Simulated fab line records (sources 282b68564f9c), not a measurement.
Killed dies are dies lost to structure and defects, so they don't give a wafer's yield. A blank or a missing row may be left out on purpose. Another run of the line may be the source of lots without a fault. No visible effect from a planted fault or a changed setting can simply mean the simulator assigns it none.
Which tool was responsible? + flow rit_cmos + Sampling: 13 lots, 39 wafers, 2 of 202 route steps

WHAT THE GAUGES READ, wafer by wafer
RIT_CONTACT_THK_MEAS_01.
| lot  | measured    | on            | CONTACT_TEOS_THK (nm) |
|------|-------------|---------------|-----------------------|
| L923 | day 3 14:07 | film_metro-02 | 402 400 409           |
| L928 | day 4 16:17 | film_metro-01 | 400 409 411           |
| L929 | day 4 19:19 | film_metro-03 | 410 399 408           |
| L930 | day 4 21:27 | film_metro-02 | 397 368 397           |
| L931 | day 5 06:59 | film_metro-02 | 396 395 404           |
| L937 | day 6 18:50 | film_metro-02 | 395 395 394           |
| L938 | day 6 19:03 | film_metro-01 | 402 403 401           |
| L940 | day 7 16:02 | film_metro-01 | 397 397 403           |
| L941 | day 8 00:40 | film_metro-02 | 406 407 408           |
| L943 | day 8 05:49 | film_metro-03 | 387 397 398           |
| L942 | day 8 06:16 | film_metro-01 | 398 405 406           |
| L944 | day 8 14:34 | film_metro-03 | 393 402 406           |
| L945 | day 8 20:52 | film_metro-03 | 399 396 404           |

WHICH TOOL RAN EACH LOT (tool, then ch and the chambers of the sampled wafers, then the start)
| lot  | RIT_CONTACT_CVD_00             |
|------|--------------------------------|
| L923 | pecvd-02 ch 1,2, day 3 14:04   |
| L928 | pecvd-03 ch 0,1,2, day 4 16:13 |
| L929 | pecvd-02 ch 0,1,2, day 4 19:16 |
| L930 | pecvd-01 ch 0,1,2, day 4 21:23 |
| L931 | pecvd-03 ch 0,2, day 5 06:56   |
| L937 | pecvd-03 ch 0,1,2, day 6 18:47 |
| L938 | pecvd-02 ch 0,1,2, day 6 19:00 |
| L940 | pecvd-03 ch 1,2, day 7 15:58   |
| L941 | pecvd-02 ch 0,1,2, day 8 00:36 |
| L943 | pecvd-01 ch 0,2, day 8 05:45   |
| L942 | pecvd-03 ch 0,1,2, day 8 06:13 |
| L944 | pecvd-02 ch 0,2, day 8 14:30   |
| L945 | pecvd-01 ch 1,2, day 8 20:48   |
- RIT_CONTACT_CVD_00: deposits SiO2 from TEOS, target thk 400 nm, time 61 s.

WHAT THE TOOLS THEMSELVES READ (means of the sampled wafers that have a number; where no wafer has one, the mark that the record gives instead)
RIT_CONTACT_CVD_00.
| lot  | tool     | heater_power_w (W) | run_length_s (s) |
|------|----------|--------------------|------------------|
| L923 | pecvd-02 | 233                | 89.0             |
| L928 | pecvd-03 | 352                | 88.4             |
| L929 | pecvd-02 | 273                | 89.0             |
| L930 | pecvd-01 | 324                | 87.5             |
| L931 | pecvd-03 | 336                | 88.5             |
| L937 | pecvd-03 | 342                | 88.4             |
| L938 | pecvd-02 | 262                | 89.4             |
| L940 | pecvd-03 | 364                | 88.2             |
| L941 | pecvd-02 | 252                | 89.0             |
| L943 | pecvd-01 | 280                | 89.3             |
| L942 | pecvd-03 | 346                | 88.4             |
| L944 | pecvd-02 | 268                | 89.4             |
| L945 | pecvd-01 | 335                | 88.7             |

THE ANSWER, worked out from the rows above alone
Rule: what is usual is taken from the lots themselves. The widest of any qualifying gaps counts: lots, ordered by their means at a reading, are off when they make up no more than a third of the lots, leave a main group of 4 or more, and stand apart from it by 3 or more times the standard deviation of that group's means. Not used: any main group whose means are identical at the precision the tables above print for the reading. Also off: a lot with no number at a reading for which 4 or more lots have one. Where the step has rows for the other lots, those lots are counted as sound. Order of review: gauges by route order, followed by the tools' own readings, for which a lot's mean as printed above is used. The first step at which some lot is off is used, and at that step the reading that is off furthest; a lot without a number counts as furthest.
Nothing can be told from this: no lot is off at any reading shown.

WHAT THE SIMULATOR PUT IN
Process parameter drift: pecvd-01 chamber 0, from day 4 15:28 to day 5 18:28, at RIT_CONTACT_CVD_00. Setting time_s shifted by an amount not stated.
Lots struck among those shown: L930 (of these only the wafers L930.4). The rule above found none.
